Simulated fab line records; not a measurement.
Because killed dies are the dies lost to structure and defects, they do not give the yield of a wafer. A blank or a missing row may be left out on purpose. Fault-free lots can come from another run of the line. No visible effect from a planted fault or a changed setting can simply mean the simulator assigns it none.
A struck lot beside a sound one    flow rit-cmos    18 out of 202 route steps
Sound: these wafers, L539.1, L539.2, L539.5. Struck: wafers L529.3, L529.5, L529.6. The cause is given at the end.
Per side, at each step with rows, come the tool, then ch with its chambers, and then its first start. Under that, the readings that differ: sound wafers    struck wafers    difference of the means    sigmas: that difference in standard deviations of wafers without a fault.
alike: a reading whose means differ by less than 2 such deviations, as well as words and numbers matching on both sides. not compared: withheld readings; readings where some wafer has no value; bounds like >300 that might hide an equal value; numbers whose values overlap and for which the record gives no deviation.
The two part at a step that has a row with sigmas, a row that says differs or no value, or rows on one side only. Numbers that have no deviation but don't overlap get no sigmas and don't part them. Lack of a reading on every wafer of one side parts them only where that side has two or more wafers.

first, 4 steps without rows for these wafers: RIT_PSD_SOFTBAKE_02 (time 60 s); RIT_PSD_EXPOSE_03 (exposes mask M10, target cd 40900 nm); RIT_PSD_PEB_04; RIT_PSD_DEVELOP_05 (develop time 50 s).
RIT_PSD_OVL_MEAS_06:
  sound on overlay-01, day 6 14:25; struck on overlay-01, day 4 12:51
  alike: PSD_OVL
then, 2 steps without rows for these wafers: RIT_PSD_HARDBAKE_07 (time 60 s); RIT_PSD_IMPLANT_08.
RIT_PSD_STRIP_09: strips in O2, time 180 s.
  sound on plasma-asher-03 ch 0,1, day 6 14:45; struck on plasma-asher-04 ch 0,1, day 4 13:14
  alike: drypump-motor-current-A
  not compared: rf-hours-counter-h
RIT_PSD_TW_MEAS_10:
  sound on film-metro-01, day 6 14:56; struck on film-metro-01, day 4 13:22
  alike: PSD_TW
then, 3 steps without rows for these wafers: RIT_SDANNEAL_CLEAN_00 (cleans in SC1, time 600 s); RIT_SDANNEAL_CLEAN_01 (cleans in dHF, time 30 s); RIT_SDANNEAL_CLEAN_02 (cleans in SC2, time 600 s).
RIT_SDANNEAL_RTA_03: time 5 s.
  sound on rtp-anneal-01 ch 0, day 6 15:23; struck on rtp-anneal-02 ch 0, day 4 13:48
reading           sound                 struck                difference  sigmas
wafer_temp_C_max  1053.6 1052.6 1053.4  1014.1 1012.8 1012.5  -40.1       -33
RIT_SDANNEAL_RS_MEAS_04: a four-point-probe measurement.
  sound on film-metro-01, day 6 15:26; struck on film-metro-03, day 4 13:53
reading          sound              struck             difference  sigmas
PSD_RS (ohm/sq)  116.5 116.8 116.1  145.2 145.2 145.0  +28.7       +80
RIT_SDANNEAL_RS_MEAS_05: a four-point-probe measurement.
  sound on film-metro-01, day 6 15:34; struck on film-metro-03, day 4 14:00
reading          sound           struck          difference  sigmas
NSD_RS (ohm/sq)  84.8 84.7 84.5  86.1 86.4 86.5  +1.7        +5
RIT_SDANNEAL_RS_MEAS_06: a four-point-probe measurement.
  sound on film-metro-01, day 6 15:41; struck on film-metro-03, day 4 14:07
reading           sound              struck             difference  sigmas
PLDD_RS (ohm/sq)  179.0 179.4 179.1  216.5 215.6 215.5  +36.7       +64
RIT_SDANNEAL_RS_MEAS_07: a four-point-probe measurement.
  sound on film-metro-01, day 6 15:48; struck on film-metro-03, day 4 14:14
reading           sound              struck             difference  sigmas
NLDD_RS (ohm/sq)  149.9 149.6 149.6  151.6 151.5 151.3  +1.8        +3
RIT_M1_PROBE_99:
  sound on prober-02, day 6 23:07; struck on prober-01, day 4 22:14
reading                              sound              struck           difference  sigmas
model.etest.pmos-turned.r-on-ohm-um  3172 3136 3088     4149 4167 4177   +1032       
model.etest.pmos_0p3.r-on-ohm-um     6031 6017 5927     6908 6872 6842   +882        
model.etest.pmos_0p15.r-on-ohm-um    2577 2550 2499     3182 3204 3210   +657        
model.etest.pldd.rs-ohm-sq           440.6 437 439.1    531.1 549 537.6  +100.3      
model.etest.nmos_0p3.r-on-ohm-um     2110 2096 2075     2165 2164 2187   +78         
model.etest.pmos-turned.drive-ua-um  213.4 215.8 221.7  145 143 141.9    -74         
model.etest.pmos_0p15.drive-ua-um    279.4 283.5 289.7  218 218.6 216.5  -66         
model.etest.nmos-turned.drive-ua-um  361.2 365.2 372.2  323.9 325.3 320  -43.1       
  alike: killed-at-contacts, killed-at-front-end, killed-dies, killed-open, killed-short

WHERE THEY PART
Earliest at RIT_SDANNEAL_RTA_03; latest, in this record, at RIT_SDANNEAL_RS_MEAS_07. Later steps at which nothing parts them and some readings are alike: RIT_M1_PROBE_99.

WHY: what the simulator had put in
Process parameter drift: rtp-anneal-02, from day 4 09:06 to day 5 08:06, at RIT_SDANNEAL_RTA_03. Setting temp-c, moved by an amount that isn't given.
